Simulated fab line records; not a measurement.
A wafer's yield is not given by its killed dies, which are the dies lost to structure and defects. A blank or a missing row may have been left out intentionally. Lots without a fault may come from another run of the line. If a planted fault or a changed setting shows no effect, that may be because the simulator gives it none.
Which of the tools did it? || flow rit_cmos || 45 wafers from 15 lots sampled at 5 of the route's 202 steps

## WHAT THE GAUGES READ, wafer by wafer
The record holds no reading of a measuring or inspecting step that can be judged against a usual standard deviation.

## WHAT TOOL EACH LOT RAN ON (gives the tool, then ch and the chambers of the sampled wafers, and finally the start)
{"lot": "L293", "RIT_ACTIVE_STRIP_14": "plasma_asher-01 ch 0,1, day 1 15:39", "RIT_NRETRO_STRIP_09": "plasma_asher-04 ch 0,1, day 2 16:55", "RIT_GATE_STRIP_20": "plasma_asher-02 ch 0,1, day 2 23:59", "RIT_M1_ANNEAL_15": "furnace-02 ch 0, day 3 20:33", "RIT_M1_PROBE_99": "prober-02, day 3 23:50"}
{"lot": "L294", "RIT_ACTIVE_STRIP_14": "plasma_asher-01 ch 0,1, day 1 22:38", "RIT_NRETRO_STRIP_09": "plasma_asher-03 ch 0,1, day 2 21:03", "RIT_GATE_STRIP_20": "plasma_asher-01 ch 0,1, day 3 05:41", "RIT_M1_ANNEAL_15": "furnace-02 ch 0, day 4 02:16", "RIT_M1_PROBE_99": "prober-02, day 4 05:33"}
{"lot": "L296", "RIT_ACTIVE_STRIP_14": "plasma_asher-01 ch 0,1, day 2 09:49", "RIT_NRETRO_STRIP_09": "plasma_asher-04 ch 0,1, day 3 03:38", "RIT_GATE_STRIP_20": "plasma_asher-03 ch 0,1, day 3 12:38", "RIT_M1_ANNEAL_15": "furnace-02 ch 0, day 4 07:14", "RIT_M1_PROBE_99": "prober-01, day 4 08:51"}
{"lot": "L297", "RIT_ACTIVE_STRIP_14": "plasma_asher-01 ch 0,1, day 2 13:04", "RIT_NRETRO_STRIP_09": "plasma_asher-03 ch 0,1, day 3 07:59", "RIT_GATE_STRIP_20": "plasma_asher-03 ch 0,1, day 3 16:10", "RIT_M1_ANNEAL_15": "furnace-02 ch 0, day 4 11:47", "RIT_M1_PROBE_99": "prober-02, day 4 13:28"}
{"lot": "L304", "RIT_ACTIVE_STRIP_14": "plasma_asher-04 ch 0, day 4 00:28", "RIT_NRETRO_STRIP_09": "plasma_asher-04 ch 0,1, day 4 16:50", "RIT_GATE_STRIP_20": "plasma_asher-03 ch 0,1, day 4 23:36", "RIT_M1_ANNEAL_15": "furnace-02 ch 0, day 5 19:52", "RIT_M1_PROBE_99": "prober-01, day 5 23:09"}
{"lot": "L306", "RIT_ACTIVE_STRIP_14": "plasma_asher-02 ch 0,1, day 4 09:40", "RIT_NRETRO_STRIP_09": "plasma_asher-04 ch 1, day 5 02:07", "RIT_GATE_STRIP_20": "plasma_asher-01 ch 0,1, day 5 09:37", "RIT_M1_ANNEAL_15": "furnace-02 ch 0, day 6 05:58", "RIT_M1_PROBE_99": "prober-01, day 6 07:38"}
{"lot": "L307", "RIT_ACTIVE_STRIP_14": "plasma_asher-02 ch 0,1, day 4 13:55", "RIT_NRETRO_STRIP_09": "plasma_asher-03 ch 0,1, day 5 07:28", "RIT_GATE_STRIP_20": "plasma_asher-01 ch 0,1, day 5 15:26", "RIT_M1_ANNEAL_15": "furnace-02 ch 0, day 6 11:22", "RIT_M1_PROBE_99": "prober-02, day 6 13:02"}
{"lot": "L308", "RIT_ACTIVE_STRIP_14": "plasma_asher-02 ch 0,1, day 4 19:45", "RIT_NRETRO_STRIP_09": "plasma_asher-03 ch 0,1, day 5 12:29", "RIT_GATE_STRIP_20": "plasma_asher-01 ch 0,1, day 5 23:24", "RIT_M1_ANNEAL_15": "furnace-02 ch 0, day 6 17:39", "RIT_M1_PROBE_99": "prober-01, day 6 19:22"}
{"lot": "L310", "RIT_ACTIVE_STRIP_14": "plasma_asher-02 ch 0,1, day 5 05:05", "RIT_NRETRO_STRIP_09": "plasma_asher-04 ch 0,1, day 5 20:26", "RIT_GATE_STRIP_20": "plasma_asher-02 ch 0,1, day 6 03:29", "RIT_M1_ANNEAL_15": "furnace-02 ch 0, day 6 21:17", "RIT_M1_PROBE_99": "prober-01, day 6 23:03"}
{"lot": "L311", "RIT_ACTIVE_STRIP_14": "plasma_asher-04 ch 0,1, day 5 08:55", "RIT_NRETRO_STRIP_09": "plasma_asher-03 ch 0,1, day 6 02:47", "RIT_GATE_STRIP_20": "plasma_asher-03 ch 0,1, day 6 13:25", "RIT_M1_ANNEAL_15": "furnace-02 ch 0, day 7 07:35", "RIT_M1_PROBE_99": "prober-02, day 7 09:13"}
{"lot": "L312", "RIT_ACTIVE_STRIP_14": "plasma_asher-04 ch 0,1, day 5 13:50", "RIT_NRETRO_STRIP_09": "plasma_asher-03 ch 0,1, day 6 07:53", "RIT_GATE_STRIP_20": "plasma_asher-02 ch 0,1, day 6 16:19", "RIT_M1_ANNEAL_15": "furnace-02 ch 0, day 7 11:56", "RIT_M1_PROBE_99": "prober-01, day 7 13:33"}
{"lot": "L313", "RIT_ACTIVE_STRIP_14": "plasma_asher-04 ch 0,1, day 5 19:24", "RIT_NRETRO_STRIP_09": "plasma_asher-02 ch 0,1, day 6 12:55", "RIT_GATE_STRIP_20": "plasma_asher-01 ch 0,1, day 6 20:18", "RIT_M1_ANNEAL_15": "furnace-02 ch 0, day 7 15:37", "RIT_M1_PROBE_99": "prober-02, day 7 17:17"}
{"lot": "L314", "RIT_ACTIVE_STRIP_14": "plasma_asher-01 ch 0,1, day 6 01:38", "RIT_NRETRO_STRIP_09": "plasma_asher-04 ch 0,1, day 6 17:22", "RIT_GATE_STRIP_20": "plasma_asher-01 ch 0,1, day 7 01:49", "RIT_M1_ANNEAL_15": "furnace-02 ch 0, day 7 21:42", "RIT_M1_PROBE_99": "prober-01, day 7 23:25"}
{"lot": "L315", "RIT_ACTIVE_STRIP_14": "plasma_asher-04 ch 0,1, day 6 04:52", "RIT_NRETRO_STRIP_09": "plasma_asher-03 ch 0,1, day 6 23:23", "RIT_GATE_STRIP_20": "plasma_asher-02 ch 0,1, day 7 08:26", "RIT_M1_ANNEAL_15": "furnace-02 ch 0, day 8 03:01", "RIT_M1_PROBE_99": "prober-02, day 8 04:38"}
{"lot": "L316", "RIT_ACTIVE_STRIP_14": "plasma_asher-02 ch 0,1, day 6 11:01", "RIT_NRETRO_STRIP_09": "plasma_asher-03 ch 0,1, day 7 02:15", "RIT_GATE_STRIP_20": "plasma_asher-03 ch 0,1, day 7 11:31", "RIT_M1_ANNEAL_15": "furnace-02 ch 0, day 8 08:02", "RIT_M1_PROBE_99": "prober-01, day 8 09:40"}
- RIT_ACTIVE_STRIP_14: strips in O2, time 180 s.
- RIT_NRETRO_STRIP_09: strips in O2, time 180 s.
- RIT_GATE_STRIP_20: strips in O2, time 180 s.
- RIT_M1_ANNEAL_15: time 1800 s.
- RIT_M1_PROBE_99

## AS READ BY THE TOOLS THEMSELVES (means over the sampled wafers that have a number; for cases with no such wafer, the mark the record gives instead)
RIT_ACTIVE_STRIP_14. Usual: 5.43 A for drypump_motor_current_A, sd 0.2.
{"lot": "L293", "tool": "plasma_asher-01", "drypump_motor_current_A (A)": 5.38, "flag": ""}
{"lot": "L294", "tool": "plasma_asher-01", "drypump_motor_current_A (A)": 5.27, "flag": ""}
{"lot": "L296", "tool": "plasma_asher-01", "drypump_motor_current_A (A)": 5.27, "flag": ""}
{"lot": "L297", "tool": "plasma_asher-01", "drypump_motor_current_A (A)": 5.26, "flag": ""}
{"lot": "L304", "tool": "plasma_asher-04", "drypump_motor_current_A (A)": 5.64, "flag": ""}
{"lot": "L306", "tool": "plasma_asher-02", "drypump_motor_current_A (A)": 5.56, "flag": ""}
{"lot": "L307", "tool": "plasma_asher-02", "drypump_motor_current_A (A)": 5.55, "flag": ""}
{"lot": "L308", "tool": "plasma_asher-02", "drypump_motor_current_A (A)": 5.55, "flag": ""}
{"lot": "L310", "tool": "plasma_asher-02", "drypump_motor_current_A (A)": 5.52, "flag": ""}
{"lot": "L311", "tool": "plasma_asher-04", "drypump_motor_current_A (A)": 5.30, "flag": ""}
{"lot": "L312", "tool": "plasma_asher-04", "drypump_motor_current_A (A)": 5.32, "flag": ""}
{"lot": "L313", "tool": "plasma_asher-04", "drypump_motor_current_A (A)": 5.31, "flag": ""}
{"lot": "L314", "tool": "plasma_asher-01", "drypump_motor_current_A (A)": 5.28, "flag": ""}
{"lot": "L315", "tool": "plasma_asher-04", "drypump_motor_current_A (A)": 5.49, "flag": ""}
{"lot": "L316", "tool": "plasma_asher-02", "drypump_motor_current_A (A)": 5.53, "flag": ""}

RIT_NRETRO_STRIP_09. Usual: 5.8 A for drypump_motor_current_A, sd 0.52.
{"lot": "L293", "tool": "plasma_asher-04", "drypump_motor_current_A (A)": 5.3, "flag": ""}
{"lot": "L294", "tool": "plasma_asher-03", "drypump_motor_current_A (A)": 6.2, "flag": ""}
{"lot": "L296", "tool": "plasma_asher-04", "drypump_motor_current_A (A)": 5.5, "flag": ""}
{"lot": "L297", "tool": "plasma_asher-03", "drypump_motor_current_A (A)": 6.4, "flag": ""}
{"lot": "L304", "tool": "plasma_asher-04", "drypump_motor_current_A (A)": 5.5, "flag": ""}
{"lot": "L306", "tool": "plasma_asher-04", "drypump_motor_current_A (A)": 5.2, "flag": ""}
{"lot": "L307", "tool": "plasma_asher-03", "drypump_motor_current_A (A)": 6.4, "flag": ""}
{"lot": "L308", "tool": "plasma_asher-03", "drypump_motor_current_A (A)": 6.4, "flag": ""}
{"lot": "L310", "tool": "plasma_asher-04", "drypump_motor_current_A (A)": 5.3, "flag": ""}
{"lot": "L311", "tool": "plasma_asher-03", "drypump_motor_current_A (A)": 6.4, "flag": ""}
{"lot": "L312", "tool": "plasma_asher-03", "drypump_motor_current_A (A)": 6.4, "flag": ""}
{"lot": "L313", "tool": "plasma_asher-02", "drypump_motor_current_A (A)": 5.5, "flag": ""}
{"lot": "L314", "tool": "plasma_asher-04", "drypump_motor_current_A (A)": 5.5, "flag": ""}
{"lot": "L315", "tool": "plasma_asher-03", "drypump_motor_current_A (A)": 6.4, "flag": ""}
{"lot": "L316", "tool": "plasma_asher-03", "drypump_motor_current_A (A)": 6.5, "flag": ""}

RIT_GATE_STRIP_20. Usual: 5.8 A for drypump_motor_current_A, sd 0.51.
{"lot": "L293", "tool": "plasma_asher-02", "drypump_motor_current_A (A)": 5.5, "flag": ""}
{"lot": "L294", "tool": "plasma_asher-01", "drypump_motor_current_A (A)": 5.3, "flag": ""}
{"lot": "L296", "tool": "plasma_asher-03", "drypump_motor_current_A (A)": 6.2, "flag": ""}
{"lot": "L297", "tool": "plasma_asher-03", "drypump_motor_current_A (A)": 6.4, "flag": ""}
{"lot": "L304", "tool": "plasma_asher-03", "drypump_motor_current_A (A)": 6.5, "flag": ""}
{"lot": "L306", "tool": "plasma_asher-01", "drypump_motor_current_A (A)": 5.3, "flag": ""}
{"lot": "L307", "tool": "plasma_asher-01", "drypump_motor_current_A (A)": 5.4, "flag": ""}
{"lot": "L308", "tool": "plasma_asher-01", "drypump_motor_current_A (A)": 5.4, "flag": ""}
{"lot": "L310", "tool": "plasma_asher-02", "drypump_motor_current_A (A)": 5.6, "flag": ""}
{"lot": "L311", "tool": "plasma_asher-03", "drypump_motor_current_A (A)": 6.4, "flag": ""}
{"lot": "L312", "tool": "plasma_asher-02", "drypump_motor_current_A (A)": 5.5, "flag": ""}
{"lot": "L313", "tool": "plasma_asher-01", "drypump_motor_current_A (A)": 5.4, "flag": ""}
{"lot": "L314", "tool": "plasma_asher-01", "drypump_motor_current_A (A)": 5.4, "flag": ""}
{"lot": "L315", "tool": "plasma_asher-02", "drypump_motor_current_A (A)": 5.5, "flag": ""}
{"lot": "L316", "tool": "plasma_asher-03", "drypump_motor_current_A (A)": 6.2, "flag": ""}

RIT_M1_ANNEAL_15. Usual: spike_tc_load_C 470.2 C, standard deviation 1.1; zone_power_source_pct 7.90 %, standard deviation 0.081.
{"lot": "L293", "tool": "furnace-02", "spike_tc_load_C (C)": 470.9, "zone_power_source_pct (%)": 7.90, "flag": ""}
{"lot": "L294", "tool": "furnace-02", "spike_tc_load_C (C)": 470.8, "zone_power_source_pct (%)": 7.87, "flag": ""}
{"lot": "L296", "tool": "furnace-02", "spike_tc_load_C (C)": 469.9, "zone_power_source_pct (%)": 7.88, "flag": ""}
{"lot": "L297", "tool": "furnace-02", "spike_tc_load_C (C)": 470.2, "zone_power_source_pct (%)": 7.92, "flag": ""}
{"lot": "L304", "tool": "furnace-02", "spike_tc_load_C (C)": 469.8, "zone_power_source_pct (%)": 7.93, "flag": ""}
{"lot": "L306", "tool": "furnace-02", "spike_tc_load_C (C)": 470.8, "zone_power_source_pct (%)": 7.89, "flag": ""}
{"lot": "L307", "tool": "furnace-02", "spike_tc_load_C (C)": 470.3, "zone_power_source_pct (%)": 7.90, "flag": ""}
{"lot": "L308", "tool": "furnace-02", "spike_tc_load_C (C)": 470.3, "zone_power_source_pct (%)": 7.86, "flag": ""}
{"lot": "L310", "tool": "furnace-02", "spike_tc_load_C (C)": 470.2, "zone_power_source_pct (%)": 7.97, "flag": ""}
{"lot": "L311", "tool": "furnace-02", "spike_tc_load_C (C)": 470.7, "zone_power_source_pct (%)": 7.87, "flag": ""}
{"lot": "L312", "tool": "furnace-02", "spike_tc_load_C (C)": 471.0, "zone_power_source_pct (%)": 7.90, "flag": ""}
{"lot": "L313", "tool": "furnace-02", "spike_tc_load_C (C)": 469.8, "zone_power_source_pct (%)": 7.93, "flag": ""}
{"lot": "L314", "tool": "furnace-02", "spike_tc_load_C (C)": 470.2, "zone_power_source_pct (%)": 7.91, "flag": ""}
{"lot": "L315", "tool": "furnace-02", "spike_tc_load_C (C)": 469.9, "zone_power_source_pct (%)": 7.80, "flag": ""}
{"lot": "L316", "tool": "furnace-02", "spike_tc_load_C (C)": 470.2, "zone_power_source_pct (%)": 7.93, "flag": ""}

RIT_M1_PROBE_99. Usual: defect_limited_yield 97.5 %, standard deviation 1.2; killed_at_contacts 0.0, standard deviation 0.18; killed_at_front_end 7, standard deviation 3; killed_dies 7, standard deviation 3; killed_open 3.6, standard deviation 1.9; killed_short 3.2, standard deviation 1.8; sort_bin_3_pad_short 0.1 %, standard deviation 0.22; sort_bin_5_function 1.4 %, standard deviation 0.77; sort_bin_6_memory 1.0 %, standard deviation 0.63; sort_n_pass 257, standard deviation 3; sort_yield_pct 97.5 %, standard deviation 1.2.
{"lot": "L293", "tool": "prober-02", "defect_limited_yield (%)": 96.6, "killed_at_contacts": 0.0, "killed_at_front_end": 9, "killed_dies": 9, "killed_open": 4.7, "killed_short": 4.3, "sort_bin_3_pad_short (%)": 0.3, "sort_bin_5_function (%)": 1.4, "sort_bin_6_memory (%)": 1.8, "sort_n_pass": 255, "sort_yield_pct (%)": 96.6, "flag": ""}
{"lot": "L294", "tool": "prober-02", "defect_limited_yield (%)": 96.3, "killed_at_contacts": 0.0, "killed_at_front_end": 10, "killed_dies": 10, "killed_open": 5.7, "killed_short": 4.0, "sort_bin_3_pad_short (%)": 0.0, "sort_bin_5_function (%)": 1.9, "sort_bin_6_memory (%)": 1.8, "sort_n_pass": 254, "sort_yield_pct (%)": 96.3, "flag": ""}
{"lot": "L296", "tool": "prober-01", "defect_limited_yield (%)": 96.6, "killed_at_contacts": 0.0, "killed_at_front_end": 9, "killed_dies": 9, "killed_open": 5.7, "killed_short": 3.3, "sort_bin_3_pad_short (%)": 0.3, "sort_bin_5_function (%)": 2.2, "sort_bin_6_memory (%)": 1.0, "sort_n_pass": 255, "sort_yield_pct (%)": 96.6, "flag": ""}
{"lot": "L297", "tool": "prober-02", "defect_limited_yield (%)": 98.8, "killed_at_contacts": 0.0, "killed_at_front_end": 3, "killed_dies": 3, "killed_open": 2.7, "killed_short": 0.7, "sort_bin_3_pad_short (%)": 0.1, "sort_bin_5_function (%)": 0.8, "sort_bin_6_memory (%)": 0.4, "sort_n_pass": 261, "sort_yield_pct (%)": 98.8, "flag": ""}
{"lot": "L304", "tool": "prober-01", "defect_limited_yield (%)": 97.7, "killed_at_contacts": 0.0, "killed_at_front_end": 6, "killed_dies": 6, "killed_open": 3.3, "killed_short": 2.7, "sort_bin_3_pad_short (%)": 0.1, "sort_bin_5_function (%)": 0.9, "sort_bin_6_memory (%)": 1.3, "sort_n_pass": 258, "sort_yield_pct (%)": 97.7, "flag": ""}
{"lot": "L306", "tool": "prober-01", "defect_limited_yield (%)": 97.1, "killed_at_contacts": 0.3, "killed_at_front_end": 7, "killed_dies": 8, "killed_open": 5.7, "killed_short": 2.0, "sort_bin_3_pad_short (%)": 0.1, "sort_bin_5_function (%)": 1.3, "sort_bin_6_memory (%)": 1.5, "sort_n_pass": 256, "sort_yield_pct (%)": 97.1, "flag": ""}
{"lot": "L307", "tool": "prober-02", "defect_limited_yield (%)": 98.6, "killed_at_contacts": 0.0, "killed_at_front_end": 4, "killed_dies": 4, "killed_open": 3.0, "killed_short": 0.7, "sort_bin_3_pad_short (%)": 0.1, "sort_bin_5_function (%)": 0.1, "sort_bin_6_memory (%)": 1.1, "sort_n_pass": 260, "sort_yield_pct (%)": 98.6, "flag": ""}
{"lot": "L308", "tool": "prober-01", "defect_limited_yield (%)": 97.2, "killed_at_contacts": 0.0, "killed_at_front_end": 7, "killed_dies": 7, "killed_open": 5.3, "killed_short": 2.0, "sort_bin_3_pad_short (%)": 0.0, "sort_bin_5_function (%)": 1.6, "sort_bin_6_memory (%)": 1.1, "sort_n_pass": 257, "sort_yield_pct (%)": 97.2, "flag": ""}
{"lot": "L310", "tool": "prober-01", "defect_limited_yield (%)": 97.5, "killed_at_contacts": 0.0, "killed_at_front_end": 7, "killed_dies": 7, "killed_open": 2.7, "killed_short": 4.0, "sort_bin_3_pad_short (%)": 0.1, "sort_bin_5_function (%)": 1.8, "sort_bin_6_memory (%)": 0.7, "sort_n_pass": 257, "sort_yield_pct (%)": 97.5, "flag": ""}
{"lot": "L311", "tool": "prober-02", "defect_limited_yield (%)": 97.7, "killed_at_contacts": 0.0, "killed_at_front_end": 6, "killed_dies": 6, "killed_open": 2.7, "killed_short": 3.3, "sort_bin_3_pad_short (%)": 0.3, "sort_bin_5_function (%)": 0.8, "sort_bin_6_memory (%)": 1.3, "sort_n_pass": 258, "sort_yield_pct (%)": 97.7, "flag": ""}
{"lot": "L312", "tool": "prober-01", "defect_limited_yield (%)": 97.0, "killed_at_contacts": 0.0, "killed_at_front_end": 8, "killed_dies": 8, "killed_open": 4.3, "killed_short": 3.7, "sort_bin_3_pad_short (%)": 0.1, "sort_bin_5_function (%)": 1.5, "sort_bin_6_memory (%)": 1.4, "sort_n_pass": 256, "sort_yield_pct (%)": 97.0, "flag": ""}
{"lot": "L313", "tool": "prober-02", "defect_limited_yield (%)": 97.7, "killed_at_contacts": 0.3, "killed_at_front_end": 6, "killed_dies": 6, "killed_open": 2.7, "killed_short": 3.3, "sort_bin_3_pad_short (%)": 0.0, "sort_bin_5_function (%)": 1.0, "sort_bin_6_memory (%)": 1.3, "sort_n_pass": 258, "sort_yield_pct (%)": 97.7, "flag": ""}
{"lot": "L314", "tool": "prober-01", "defect_limited_yield (%)": 97.1, "killed_at_contacts": 0.0, "killed_at_front_end": 8, "killed_dies": 8, "killed_open": 5.3, "killed_short": 2.3, "sort_bin_3_pad_short (%)": 0.1, "sort_bin_5_function (%)": 2.3, "sort_bin_6_memory (%)": 0.5, "sort_n_pass": 256, "sort_yield_pct (%)": 97.1, "flag": ""}
{"lot": "L315", "tool": "prober-02", "defect_limited_yield (%)": 98.4, "killed_at_contacts": 0.0, "killed_at_front_end": 4, "killed_dies": 4, "killed_open": 2.3, "killed_short": 2.0, "sort_bin_3_pad_short (%)": 0.1, "sort_bin_5_function (%)": 0.9, "sort_bin_6_memory (%)": 0.6, "sort_n_pass": 260, "sort_yield_pct (%)": 98.4, "flag": ""}
{"lot": "L316", "tool": "prober-01", "defect_limited_yield (%)": 97.9, "killed_at_contacts": 0.0, "killed_at_front_end": 6, "killed_dies": 6, "killed_open": 3.3, "killed_short": 2.3, "sort_bin_3_pad_short (%)": 0.0, "sort_bin_5_function (%)": 1.1, "sort_bin_6_memory (%)": 1.0, "sort_n_pass": 258, "sort_yield_pct (%)": 97.9, "flag": ""}

## THE ANSWER, worked out from the rows above alone
Rule: a lot is off if the mean of its wafers that have a number lies more than 3 standard deviations from the usual mean. A lot without any number at a reading at which 4 lots or more have one is off too. All remaining lots with rows at the step are treated as sound. The gauges are gone through in route order, then the tools' own readings, and for those a lot's mean is taken as printed above. At the first step where some lot is off, the reading lying furthest off is the one used; lots without a number count as furthest.
No lot is off at any reading shown: from this, nothing can be told.

## WHAT WAS PUT IN BY THE SIMULATOR
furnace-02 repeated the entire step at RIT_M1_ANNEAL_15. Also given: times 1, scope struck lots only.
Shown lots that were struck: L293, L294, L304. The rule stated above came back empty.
